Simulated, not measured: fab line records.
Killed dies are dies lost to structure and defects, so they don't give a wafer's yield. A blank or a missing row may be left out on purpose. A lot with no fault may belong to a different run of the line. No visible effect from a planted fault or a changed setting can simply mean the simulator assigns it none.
One fault seen from 2 desks	flow berkeley cmos170	every desk sees just its own numbers, and what lay behind them comes last

## THE TOOL OWNER'S DESK: lpcvd-02
The tool's own readings at UCB170_PWELL_CVD_05 (deposits Si3N4 from SiH2Cl2/NH3, target thk 220 nm, time 3300 s): means of the sampled wafers that have a number, for each lot that ran on this tool. Any lot whose mean is over 4 standard deviations away from the usual mean is out of limits and marked OUT; that distance is given in the brackets.
Columns: A = nh3 flow sccm at UCB170_PWELL_CVD_05, usual 75.00 sccm
lot	first seen here	A
L991	day 3 15:05	75.08
L992	day 3 20:50	75.04
L993	day 3 20:50	75.31
L997	day 5 03:00	60.20 (-70) OUT
L998	day 5 03:00	60.09 (-71) OUT
Finding of this desk: L997, L998 out of limits; the first was L997 at day 5 03:00, on nh3 flow sccm at UCB170_PWELL_CVD_05. L991, L992, L993: within limits.

## AT THE METROLOGY DESK
Lot by lot, what the gauges showed, no matter which tool ran the lot: averages of those sampled wafers that carry a number. Any lot whose mean is over 4 standard deviations away from the usual mean is out of limits and marked OUT; that distance is given in the brackets.
Columns: A = NWELL_OXIDE_THK at UCB170_NWELL_THK_MEAS_02, usual 26.4 nm; B = PWELL_NITRIDE_THK at UCB170_PWELL_THK_MEAS_06, usual 219.4 nm
lot	first seen here	A	B
L988	day 1 22:08	26.3	220.6
L990	day 2 09:10	26.5	221.5
L989	day 2 09:10	26.6	220.0
L991	day 2 15:59	26.3	221.5
L992	day 2 23:16	25.7	216.9
L993	day 2 23:16	26.9	214.9
L997	day 4 00:34	26.3	185.0 (-13) OUT
L998	day 4 04:30	26.9	184.4 (-13) OUT
L100	day 4 11:26	26.2	221.8
L101	day 4 18:44	25.8	223.4
L106	day 5 15:04	26.8	222.2
L108	day 6 04:40	26.1	219.7
L111	day 6 19:52	26.6	220.5
This desk's result: L997, L998 out of limits, first on L998 (PWELL_NITRIDE_THK at UCB170_PWELL_THK_MEAS_06), day 5 04:55. L988, L990, L989, L991, L992, L993, L100, L101, L106, L108, L111: within limits.

## TAKEN TOGETHER
The tool owner's desk could have raised an alarm at day 5 03:00, on L997, L998.
L997, L998 would have let the metrology desk raise an alarm at day 5 04:55.
UCB170_PWELL_CVD_05 was run on lpcvd-02 by each of the lots named.

## WHAT THE SIMULATOR HAD PUT IN
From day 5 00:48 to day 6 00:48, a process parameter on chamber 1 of lpcvd-02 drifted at UCB170_PWELL_CVD_05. The setting nh3 flow sccm was moved by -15, starting from 75. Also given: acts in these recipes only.
Struck lots among those shown: L997, L998.
Hours from the fault's start to each desk's first reading out of limits: the tool owner's desk, 2; the metrology desk, 4.
